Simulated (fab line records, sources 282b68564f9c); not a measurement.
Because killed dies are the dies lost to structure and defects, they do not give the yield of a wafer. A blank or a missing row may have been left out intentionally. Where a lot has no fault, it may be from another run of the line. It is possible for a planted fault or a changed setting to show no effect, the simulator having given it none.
Code-filled problem report in 8D (eight disciplines) form -- flow ritCmos -- the parts of the form that need people (team, actions taken, sign-off) are left out

1. WHAT WENT WRONG
Mean NRETRO_TW at RIT_NRETRO_TW_MEAS_10: 1161 over 6 wafers in 2 lots; fault-free wafers: 1050, standard deviation 4. That puts it +28 standard deviations away from the usual mean.
The first sign was on wafer L821.1 at day 6 22:23, on filmMetro-01. The record holds 42 wafers of 14 lots with a number at this step. The rule behind "out" and "out of limits": a value lying over 4 standard deviations away from the usual mean. Any other wafer with a number is counted as sound.

2. WHAT IT IS; WHAT IT IS NOT
question,is,is not
which readings at this step,NRETRO_TW,-
which lots,"L821, L822","L800, L802, L803, L805, L807, L808, L809, L810, L811, L816, L818, L820"
which wafers of those lots,all that have a number,-
read on which gauges,"filmMetro-01, filmMetro-02",filmMetro-04
when,from day 6 22:23,up to then (36 sound wafers)

3. WHAT RULES OUT EACH SUSPECT
Counting: any tool at a process step up to the reading is kept as a suspect provided that every lot that is out went through it and no sound lot did after the first of them.
- the gauge at RIT_NRETRO_TW_MEAS_10 is ruled out. 2 gauges (filmMetro-01, filmMetro-02) read the wafers that are out.
- implanter-01 at RIT_NRETRO_IMPLANT_08: kept. All lots that are out passed through it, beginning with L821 at day 6 22:03, and no sound lot followed; its final sound lot before that point was L818 at day 6 05:16. On those wafers its own readings are out: doseIonsCm2, faradayCurrentUA.
Left after counting: implanter-01 at RIT_NRETRO_IMPLANT_08.

4. THE CAUSE (what the simulator had put in)
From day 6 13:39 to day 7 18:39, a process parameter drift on implanter-01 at RIT_NRETRO_IMPLANT_08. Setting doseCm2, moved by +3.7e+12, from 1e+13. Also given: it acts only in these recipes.
This tool alone remained once counting was done.

5. THE EFFECT CHAIN, in route order
Rows list readings where the struck wafers' mean (over those with a number) sits beyond 3 standard deviations from the usual. Only readings for which the record gives a usual standard deviation are gone through. hours: the time from each lot's start at the first step in this table that gives one to its start at this step, as a median over the lots. sigmas: the change in usual standard deviations.
hours,step,reading,usual,on struck wafers,change,sigmas
0,RIT_NRETRO_IMPLANT_08,doseIonsCm2,1.0003e+13,1.3705e+13,+3.7018e+12,+99 or more
0,RIT_NRETRO_IMPLANT_08,faradayCurrentUA,31.6,42.7,+11.1,+18
0,RIT_NRETRO_TW_MEAS_10,NRETRO_TW,1050,1161,+111,+28
Its process steps:
- RIT_NRETRO_IMPLANT_08

6. HOW IT WOULD HAVE BEEN CAUGHT EARLIER
In this record the first reading out of limits at a measuring or inspecting step was taken at day 6 22:23, 9 hours after the fault began at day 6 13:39.
The tool's own readings at RIT_NRETRO_IMPLANT_08 were out on every struck wafer that the step has a row for (doseIonsCm2, faradayCurrentUA): an alarm limit on them would have fired on the first of those.
Lots out: 2; of these, L822 started RIT_NRETRO_IMPLANT_08 on implanter-01 after day 6 22:23. It would have been spared by a hold on the tool at that moment.
